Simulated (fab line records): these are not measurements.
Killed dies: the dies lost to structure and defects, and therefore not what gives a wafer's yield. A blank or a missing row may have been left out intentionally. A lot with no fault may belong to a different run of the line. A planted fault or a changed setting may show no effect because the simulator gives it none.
fab line records || flow ritCmos
record {"lots": 14, "wafers": 42, "lastDay": 7}
route steps=202 shown PWELL@41
lots untouched by any fault: they come from a run of this same line in which no faults occurred
startH: start of the lot's first displayed wafer, in hours after the record's first day || waitH: hours from the lot's prior step to this one || " the same as in the row above || L1.1+2: a row that stands for several wafers || - no value present, or no start provided || * or withheld: withheld || < > ~ a bound
route shown NAME@n: names a module that has steps shown in the file, with the first one's number in the route || usual: mean/standard deviation of fault-free wafers || same: alike in all rows || chamber/n: place in a boat || sites: the reading at each site || _std_site: how widely they spread, as a standard deviation || _edge_site: outer sites' mean less inner sites' || radiusMm: how far each site lies from the wafer's centre || mask NAME#n: copy n || behind: the tool/chamber that last shaped the wafer || hold: why the lot went on hold/how many hours it stayed there/how the hold came to an end || device: the n, p or np transistor that did not switch || end of line: tests run on the same wafers once the route is complete || a step given without rows: its recipe and nothing more || killed: not the wafer's yield, but the dies lost to structure and defects at the first sort || map: dies across one wafer; x = killed, . = not, _ = none there
set.NAME: the setting as run; set.NAME@STEP: as run at that earlier step || model.NAME: the simulator's own value behind a step, which no gauge read
a sample of lots followed through the steps of the route, with each step as a table and each wafer as a row
## steps
# step RIT_PWELL_SOFTBAKE_02
# recipe {"resist": "NOVOLAK", "tempC": 90, "timeS": 60}
# usual {"heaterPowerTotalW": "34.56/0.049", "resistLineTempC": "22.99/0.1", "runLengthS": "89.28/0.11"}
{"lot.wafer": "L348.4", "tool": "lithoTrack-02", "chamber": 0, "startH": 21.71, "waitH": 0.1, "heaterPowerTotalW": 34.60, "resistLineTempC": 22.99, "runLengthS": 89.32}
{"lot.wafer": "L348.5", "tool": "lithoTrack-02", "chamber": 0, "startH": 21.71, "waitH": 0.1, "heaterPowerTotalW": 34.59, "resistLineTempC": 22.94, "runLengthS": 89.43}
{"lot.wafer": "L348.6", "tool": "lithoTrack-02", "chamber": 0, "startH": 21.71, "waitH": 0.1, "heaterPowerTotalW": 34.51, "resistLineTempC": 22.95, "runLengthS": 89.47}
{"lot.wafer": "L350.2", "tool": "lithoTrack-04", "chamber": 0, "startH": 32.09, "waitH": 0.1, "heaterPowerTotalW": 34.59, "resistLineTempC": 23.09, "runLengthS": 89.33}
{"lot.wafer": "L350.4", "tool": "lithoTrack-04", "chamber": 0, "startH": 32.09, "waitH": 0.1, "heaterPowerTotalW": 34.68, "resistLineTempC": 22.99, "runLengthS": 89.17}
{"lot.wafer": "L350.5", "tool": "lithoTrack-04", "chamber": 0, "startH": 32.09, "waitH": 0.1, "heaterPowerTotalW": 34.64, "resistLineTempC": 23.02, "runLengthS": 89.20}
{"lot.wafer": "L351.1", "tool": "lithoTrack-02", "chamber": 0, "startH": 36.42, "waitH": 0.1, "heaterPowerTotalW": 34.55, "resistLineTempC": 22.86, "runLengthS": 89.31}
{"lot.wafer": "L351.5", "tool": "lithoTrack-02", "chamber": 0, "startH": 36.42, "waitH": 0.1, "heaterPowerTotalW": 34.49, "resistLineTempC": 22.98, "runLengthS": 89.38}
{"lot.wafer": "L351.6", "tool": "lithoTrack-02", "chamber": 0, "startH": 36.42, "waitH": 0.1, "heaterPowerTotalW": 34.56, "resistLineTempC": 22.95, "runLengthS": 89.32}
{"lot.wafer": "L353.1", "tool": "lithoTrack-02", "chamber": 0, "startH": 48.73, "waitH": 0.1, "heaterPowerTotalW": 34.65, "resistLineTempC": 22.93, "runLengthS": 89.35}
{"lot.wafer": "L353.4", "tool": "lithoTrack-02", "chamber": 0, "startH": 48.73, "waitH": 0.1, "heaterPowerTotalW": 34.51, "resistLineTempC": 22.83, "runLengthS": 89.35}
{"lot.wafer": "L353.6", "tool": "lithoTrack-02", "chamber": 0, "startH": 48.73, "waitH": 0.1, "heaterPowerTotalW": 34.59, "resistLineTempC": 23.02, "runLengthS": 89.27}
{"lot.wafer": "L354.3", "tool": "lithoTrack-04", "chamber": 0, "startH": 53.83, "waitH": 0.1, "heaterPowerTotalW": 34.99, "resistLineTempC": 22.86, "runLengthS": 87.35}
{"lot.wafer": "L354.5", "tool": "lithoTrack-04", "chamber": 0, "startH": 53.83, "waitH": 0.1, "heaterPowerTotalW": 34.83, "resistLineTempC": 22.88, "runLengthS": 87.41}
{"lot.wafer": "L354.6", "tool": "lithoTrack-04", "chamber": 0, "startH": 53.83, "waitH": 0.1, "heaterPowerTotalW": 34.88, "resistLineTempC": 22.88, "runLengthS": 87.41}
{"lot.wafer": "L355.2", "tool": "lithoTrack-04", "chamber": 0, "startH": 56.53, "waitH": 0.1, "heaterPowerTotalW": 35.01, "resistLineTempC": 23.02, "runLengthS": 87.48}
{"lot.wafer": "L355.3", "tool": "lithoTrack-04", "chamber": 0, "startH": 56.53, "waitH": 0.1, "heaterPowerTotalW": 34.85, "resistLineTempC": 22.84, "runLengthS": 87.27}
{"lot.wafer": "L355.4", "tool": "lithoTrack-04", "chamber": 0, "startH": 56.53, "waitH": 0.1, "heaterPowerTotalW": 34.99, "resistLineTempC": 22.83, "runLengthS": 87.55}
{"lot.wafer": "L356.1", "tool": "lithoTrack-01", "chamber": 0, "startH": 64.84, "waitH": 0.1, "heaterPowerTotalW": 34.55, "resistLineTempC": 22.95, "runLengthS": 89.08}
{"lot.wafer": "L356.3", "tool": "lithoTrack-01", "chamber": 0, "startH": 64.84, "waitH": 0.1, "heaterPowerTotalW": 34.52, "resistLineTempC": 23.02, "runLengthS": 89.33}
{"lot.wafer": "L356.4", "tool": "lithoTrack-01", "chamber": 0, "startH": 64.84, "waitH": 0.1, "heaterPowerTotalW": 34.53, "resistLineTempC": 23.03, "runLengthS": 89.46}
{"lot.wafer": "L361.2", "tool": "lithoTrack-01", "chamber": 0, "startH": 86.21, "waitH": 0.1, "heaterPowerTotalW": 34.60, "resistLineTempC": 23.06, "runLengthS": 89.31}
{"lot.wafer": "L361.4", "tool": "lithoTrack-01", "chamber": 0, "startH": 86.21, "waitH": 0.1, "heaterPowerTotalW": 34.52, "resistLineTempC": 23.04, "runLengthS": 89.24}
{"lot.wafer": "L361.5", "tool": "lithoTrack-01", "chamber": 0, "startH": 86.21, "waitH": 0.1, "heaterPowerTotalW": 34.56, "resistLineTempC": 23.02, "runLengthS": 89.14}
{"lot.wafer": "L362.1", "tool": "lithoTrack-01", "chamber": 0, "startH": 94.77, "waitH": 0.1, "heaterPowerTotalW": 34.60, "resistLineTempC": 23.13, "runLengthS": 89.14}
{"lot.wafer": "L362.3", "tool": "lithoTrack-01", "chamber": 0, "startH": 94.77, "waitH": 0.1, "heaterPowerTotalW": 34.55, "resistLineTempC": 23.04, "runLengthS": 89.18}
{"lot.wafer": "L362.4", "tool": "lithoTrack-01", "chamber": 0, "startH": 94.77, "waitH": 0.1, "heaterPowerTotalW": 34.61, "resistLineTempC": 23.11, "runLengthS": 89.37}
{"lot.wafer": "L364.1", "tool": "lithoTrack-01", "chamber": 0, "startH": 103.90, "waitH": 0.1, "heaterPowerTotalW": 34.56, "resistLineTempC": 23.01, "runLengthS": 89.26}
{"lot.wafer": "L364.3", "tool": "lithoTrack-01", "chamber": 0, "startH": 103.90, "waitH": 0.1, "heaterPowerTotalW": 34.55, "resistLineTempC": 23.05, "runLengthS": 89.27}
{"lot.wafer": "L364.6", "tool": "lithoTrack-01", "chamber": 0, "startH": 103.90, "waitH": 0.1, "heaterPowerTotalW": 34.66, "resistLineTempC": 22.97, "runLengthS": 89.13}
{"lot.wafer": "L365.2", "tool": "lithoTrack-01", "chamber": 0, "startH": 110.12, "waitH": 0.1, "heaterPowerTotalW": 34.57, "resistLineTempC": 23.16, "runLengthS": 89.16}
{"lot.wafer": "L365.5", "tool": "lithoTrack-01", "chamber": 0, "startH": 110.12, "waitH": 0.1, "heaterPowerTotalW": 34.61, "resistLineTempC": 23.13, "runLengthS": 89.27}
{"lot.wafer": "L365.6", "tool": "lithoTrack-01", "chamber": 0, "startH": 110.12, "waitH": 0.1, "heaterPowerTotalW": 34.55, "resistLineTempC": 23.01, "runLengthS": 89.18}
{"lot.wafer": "L369.2", "tool": "lithoTrack-01", "chamber": 0, "startH": 129.16, "waitH": 0.1, "heaterPowerTotalW": 34.57, "resistLineTempC": 23.02, "runLengthS": 89.14}
{"lot.wafer": "L369.3", "tool": "lithoTrack-01", "chamber": 0, "startH": 129.16, "waitH": 0.1, "heaterPowerTotalW": 34.60, "resistLineTempC": 22.98, "runLengthS": 89.34}
{"lot.wafer": "L369.6", "tool": "lithoTrack-01", "chamber": 0, "startH": 129.16, "waitH": 0.1, "heaterPowerTotalW": 34.54, "resistLineTempC": 22.88, "runLengthS": 89.28}
{"lot.wafer": "L370.1", "tool": "lithoTrack-04", "chamber": 0, "startH": 133.74, "waitH": 0.1, "heaterPowerTotalW": 34.68, "resistLineTempC": 22.93, "runLengthS": 89.42}
{"lot.wafer": "L370.2", "tool": "lithoTrack-04", "chamber": 0, "startH": 133.74, "waitH": 0.1, "heaterPowerTotalW": 34.54, "resistLineTempC": 22.83, "runLengthS": 89.27}
{"lot.wafer": "L370.5", "tool": "lithoTrack-04", "chamber": 0, "startH": 133.74, "waitH": 0.1, "heaterPowerTotalW": 34.63, "resistLineTempC": 22.65, "runLengthS": 89.36}
{"lot.wafer": "L371.1", "tool": "lithoTrack-01", "chamber": 0, "startH": 140.11, "waitH": 0.1, "heaterPowerTotalW": 34.62, "resistLineTempC": 23.15, "runLengthS": 89.09}
{"lot.wafer": "L371.2", "tool": "lithoTrack-01", "chamber": 0, "startH": 140.11, "waitH": 0.1, "heaterPowerTotalW": 34.60, "resistLineTempC": 23.07, "runLengthS": 89.33}
{"lot.wafer": "L371.4", "tool": "lithoTrack-01", "chamber": 0, "startH": 140.11, "waitH": 0.1, "heaterPowerTotalW": 34.54, "resistLineTempC": 22.94, "runLengthS": 89.16}
## key
firstSign {"step": "RIT_PWELL_SOFTBAKE_02", "reading": "runLengthS", "direction": "down", "sigmas": 17, "usual": "*", "struck": "*"}
effect {"step": "RIT_PWELL_SOFTBAKE_02", "reading": "heaterPowerTotalW", "direction": "up", "sigmas": 7.4, "usual": 34.56, "struck": 34.93}
metAt RIT_PWELL_SOFTBAKE_02
struckLots L354,L355
testerLeftOut L354,L355
onsetBetween 32.09 53.83
fault {"kind": "processParameterDrift", "tool": "lithoTrack-04", "chamber": "-", "onsetH": 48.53, "steps": "RIT_PWELL_SOFTBAKE_02", "channel": "timeS", "offset": "*", "shape": "step", "endH": 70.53, "actsIn": "*", "stated": "*"}
# testerLeftOut: of these lots the tester's yield and bins aren't shown, on N5 and GAA mostly nor the transistor test; their killed dies are dies lost to structure and defects alone, not to doping, threshold or leakage, so they don't give the yield
